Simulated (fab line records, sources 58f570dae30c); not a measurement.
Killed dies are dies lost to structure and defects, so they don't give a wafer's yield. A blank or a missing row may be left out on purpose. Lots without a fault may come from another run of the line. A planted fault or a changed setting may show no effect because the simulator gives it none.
Which tool did it? | flow berkeley_cmos170 | 14 lots, 42 wafers sampled, at 4 steps of a route of 331

WHAT THE GAUGES READ, wafer by wafer
UCB170_SILICIDE_THK_MEAS_03: measures by xrf.
lot  | measured     | on            | SILICIDE_TI_THK (nm)
L467 | day 7 06:35  | film_metro-01 | 29.9 29.9 30.0
L466 | day 7 06:47  | film_metro-02 | 29.8 29.6 29.8
L470 | day 7 13:35  | film_metro-04 | 30.0 30.7 30.3
L468 | day 7 13:36  | film_metro-01 | 30.1 30.2 30.0
L469 | day 7 13:54  | film_metro-04 | 30.2 29.9 30.3
L472 | day 7 15:46  | film_metro-04 | 30.2 29.8 30.4
L471 | day 7 15:59  | film_metro-02 | 29.5 29.5 29.6
L474 | day 8 15:58  | film_metro-04 | 30.4 30.6 30.5
L483 | day 10 09:22 | film_metro-02 | 29.7 29.7 29.7
L482 | day 10 09:52 | film_metro-04 | 29.8 29.9 29.9
L484 | day 10 14:18 | film_metro-02 | 30.1 29.9 29.9
L489 | day 11 15:28 | film_metro-04 | 30.0 29.9 29.8
L486 | day 11 15:53 | film_metro-04 | 30.1 29.9 30.0
L488 | day 11 16:05 | film_metro-02 | 29.9 30.2 30.5

UCB170_CONTACT_OVL_MEAS_16.
lot  | measured     | on         | CONTACT_OVL (nm)
L467 | day 7 11:01  | overlay-02 | -6 -3 -3
L466 | day 7 14:10  | overlay-01 | 2 2 -4
L470 | day 7 18:37  | overlay-02 | -8 -11 -7
L468 | day 7 18:23  | overlay-01 | -3 -3 -5
L469 | day 7 19:04  | overlay-01 | -14 -9 -12
L472 | day 7 20:04  | overlay-01 | -15 -19 -9
L471 | day 7 20:17  | overlay-02 | -11 -5 -10
L474 | day 8 19:53  | overlay-02 | 3 3 0
L483 | day 10 13:52 | overlay-02 | 3 2 -1
L482 | day 10 14:08 | overlay-02 | -9 -8 -3
L484 | day 10 18:59 | overlay-01 | -8 -3 -7
L489 | day 11 20:05 | overlay-01 | -12 -16 -4
L486 | day 11 20:38 | overlay-01 | -7 -5 -1
L488 | day 11 21:35 | overlay-01 | -1 -4 -2

UCB170_V1_THK_MEAS_01.
lot  | measured     | on            | V1_TEOS_THK (nm)
L467 | day 7 17:20  | film_metro-03 | 2003 1973 2046
L466 | day 7 20:17  | film_metro-03 | 1994 1992 2045
L470 | day 8 01:20  | film_metro-03 | 1944 1977 2011
L468 | day 8 01:21  | film_metro-04 | 2026 2065 2065
L469 | day 8 01:30  | film_metro-03 | 1966 2006 2033
L472 | day 8 01:30  | film_metro-04 | 1991 1999 2037
L471 | day 8 01:26  | film_metro-01 | 1968 1963 2012
L474 | day 9 04:14  | film_metro-01 | 2014 1993 2051
L483 | day 10 22:39 | film_metro-03 | 1995 2021 2039
L482 | day 10 22:38 | film_metro-01 | 2270 2260 1983
L484 | day 11 03:56 | film_metro-03 | 2010 2007 2023
L489 | day 12 02:46 | film_metro-04 | 1990 2032 2001
L486 | day 12 02:47 | film_metro-03 | 1975 2057 2302
L488 | day 12 05:53 | film_metro-04 | 1960 1929 2012

WHICH TOOL RAN EACH LOT (tool, then ch and the chambers of the sampled wafers, then the start)
lot  | UCB170_V1_CVD_00
L467 | pecvd-03 ch 0,1,2, day 7 17:11
L466 | pecvd-01 ch 0,1,2, day 7 20:08
L470 | pecvd-04 ch 0,2, day 8 01:11
L468 | pecvd-01 ch 0,1, day 8 01:11
L469 | pecvd-01 ch 0,1, day 8 01:20
L472 | pecvd-04 ch 0,1, day 8 01:20
L471 | pecvd-03 ch 0,1, day 8 01:16
L474 | pecvd-03 ch 0,1,2, day 9 04:05
L483 | pecvd-04 ch 0,2, day 10 22:29
L482 | pecvd-01 ch 0,1, day 10 22:29
L484 | pecvd-03 ch 0,1, day 11 03:46
L489 | pecvd-03 ch 0,1,2, day 12 02:36
L486 | pecvd-01 ch 0,1,2, day 12 02:36
L488 | pecvd-04 ch 0,2, day 12 05:43
- UCB170_V1_CVD_00: deposits SiO2 from TEOS/O2, target thk 2000 nm, time 250 s.

WHAT THE TOOLS THEMSELVES READ (means of the sampled wafers that have a number; where no wafer has one, the mark that the record gives instead)
UCB170_V1_CVD_00.
lot  | tool     | heater_power_w (W)
L467 | pecvd-03 | 275
L466 | pecvd-01 | 275
L470 | pecvd-04 | 203
L468 | pecvd-01 | 262
L469 | pecvd-01 | 245
L472 | pecvd-04 | 237
L471 | pecvd-03 | 236
L474 | pecvd-03 | 255
L483 | pecvd-04 | 207
L482 | pecvd-01 | 230
L484 | pecvd-03 | 224
L489 | pecvd-03 | 256
L486 | pecvd-01 | 253
L488 | pecvd-04 | 232

THE ANSWER, worked out from the rows above alone
Rule: what is usual is taken from the lots themselves. Put in order of their means at a reading, lots are off if they are a third of the lots or fewer, leave a main group of 4 or more, and stand apart from it by a gap of 3 or more times the standard deviation of the main group's means; of several such gaps the widest counts. A main group whose means are all the same, to the digits that the tables above print for the reading, isn't used. A lot without any number at a reading at which 4 lots or more have one is off too. The other lots that the step has rows for count as sound. The gauges are gone through in route order, then the tools' own readings, and for those a lot's mean is taken as printed above. The first step at which some lot is off is used, and at that step the reading that is off furthest; a lot without a number counts as furthest.
No lot is off at any reading shown: from this, nothing can be told.

WHAT THE SIMULATOR HAD PUT IN
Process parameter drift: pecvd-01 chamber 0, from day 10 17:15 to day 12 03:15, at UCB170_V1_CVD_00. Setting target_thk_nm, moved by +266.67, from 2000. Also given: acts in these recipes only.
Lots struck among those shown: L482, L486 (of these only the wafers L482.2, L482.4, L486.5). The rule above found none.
